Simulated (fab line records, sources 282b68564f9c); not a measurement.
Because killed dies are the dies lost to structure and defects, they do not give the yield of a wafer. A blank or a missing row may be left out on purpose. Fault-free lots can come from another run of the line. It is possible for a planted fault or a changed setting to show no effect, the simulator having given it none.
Split-lot study | flow rit-cmos | 5 lots, 23 wafers read, on a route of 202 steps

## THE SPLIT
At RIT_PWELL_COAT_01 (resist thk 1300 nm), the setting spin-rpm was moved away from the recipe's 2000 rpm on 9 of the 23 wafers read, by -1.9% to +5.8%. For the rest of the wafers, this setting stayed at what the recipe calls for.

## FROM THE SPLIT TO THE READING: what the file shows between them, 3 steps
- RIT_PWELL_SOFTBAKE_02: time 60 s
- RIT_PWELL_EXPOSE_03: exposes mask M3, target cd 43700 nm
- RIT_PWELL_DEVELOP_05: develop time 68 s

## THE READING
NOVOLAK_of_PWELL_COAT_01.thk-nm (the simulator's own value, which no gauge read), in nm, at RIT_PWELL_HARDBAKE_07 (time 120 s). No usual value for it is given in the file. The 14 wafers here that ran the recipe average 1136 nm, standard deviation 3.3 nm.

wafer  | tool, chamber at the split | spin-rpm as run, rpm | against the recipe | NOVOLAK_of_PWELL_COAT_01.thk-nm, nm | against lot-mates on the recipe
L077.2 | litho-track-03, 0          | 2000                 | recipe             | 1139                                | -
L077.4 | litho-track-03, 0          | 2000                 | recipe             | 1140                                | -
L077.5 | litho-track-03, 0          | 2000                 | recipe             | 1135                                | -
L078.1 | litho-track-03, 0          | 2000                 | recipe             | 1139                                | -
L078.3 | litho-track-03, 0          | 2000                 | recipe             | 1136                                | -
L078.4 | litho-track-03, 0          | 2117                 | +5.8%              | 1106                                | -31
L078.5 | litho-track-03, 0          | 2117                 | +5.8%              | 1105                                | -32
L078.6 | litho-track-03, 0          | 2000                 | recipe             | 1137                                | -
L079.1 | litho-track-03, 0          | 2000                 | recipe             | 1133                                | -
L079.6 | litho-track-03, 0          | 2000                 | recipe             | 1133                                | -
L079.2 | litho-track-03, 0          | 2000                 | recipe             | 1129                                | -
L079.3 | litho-track-03, 0          | 2065                 | +3.2%              | 1115                                | -17
L079.5 | litho-track-03, 0          | 2065                 | +3.2%              | 1115                                | -17
L080.1 | litho-track-04, 0          | 2000                 | recipe             | 1138                                | -
L080.2 | litho-track-04, 0          | 2046                 | +2.3%              | 1128                                | -10
L080.3 | litho-track-04, 0          | 2046                 | +2.3%              | 1127                                | -12
L080.5 | litho-track-04, 0          | 2046                 | +2.3%              | 1129                                | -10
L080.6 | litho-track-04, 0          | 2000                 | recipe             | 1139                                | -
L084.1 | litho-track-04, 0          | 1961                 | -1.9%              | 1148                                | +12
L084.2 | litho-track-04, 0          | 2000                 | recipe             | 1137                                | -
L084.3 | litho-track-04, 0          | 2000                 | recipe             | 1132                                | -
L084.4 | litho-track-04, 0          | 1961                 | -1.9%              | 1150                                | +14
L084.5 | litho-track-04, 0          | 2000                 | recipe             | 1140                                | -

THE FIT
A straight line over all 23 wafers: NOVOLAK_of_PWELL_COAT_01.thk-nm changes by -5.44 nm for each +1% of spin-rpm; r = -0.96; the points scatter about the line by 3.4 nm.
The same after taking each lot's own level away (the mean of its wafers on the recipe; 23 wafers): -5.43 nm for each +1%; r = -0.99; scatter 2 nm.
The reading moves by 32 nm for the largest change in spin-rpm, on that fit.
The span of the lots' own levels, 1131.7 to 1138.5 nm, comes to 2.1 times the standard deviation stated above.
So the lot-to-lot level changes the slope little: the two slopes agree.
Check: -31.2 nm against its lot-mates is what the line predicts for one of the wafers moved furthest among these (+5.8%) when that wafer is left out of the fit. Against them it came out at -31.3 nm.

## THESE WAFERS: OTHER SPLITS
Other splits were also applied to these wafers ahead of the reading. Each is held against what the fit with the lots' levels taken away leaves over:
other split on the same wafers    | wafers away from the commonest value | r with NOVOLAK_of_PWELL_COAT_01.thk-nm (lot level and that fit taken away)
RIT_ACTIVE_OXIDATION_01 ox-time-s | 18                                   | -0.11
RIT_FOX1_OXIDATION_00 temp-c      | 15                                   | -0.01
RIT_NWELL_IMPLANT_08 dose-cm2     | 12                                   | +0.01

## THE WHOLE CHAIN: every reading that the file lists as answering this split, in the file's order
step                  | what it does       | reading                                                                          | change (the file's fit)              | r (the file's)
RIT_PWELL_COAT_01     | resist thk 1300 nm | NOVOLAK_of_PWELL_COAT_01.thk-nm (the simulator's own value, which no gauge read) | -6.22 nm for each +1% of the setting | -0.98
RIT_PWELL_HARDBAKE_07 | time 120 s         | NOVOLAK_of_PWELL_COAT_01.thk-nm (the simulator's own value, which no gauge read) | -5.36 nm for each +1% of the setting | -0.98

## FILE'S OWN FIT
NOVOLAK_of_PWELL_COAT_01.thk-nm changes by -5.36 nm for each +1% of spin-rpm, r = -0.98.
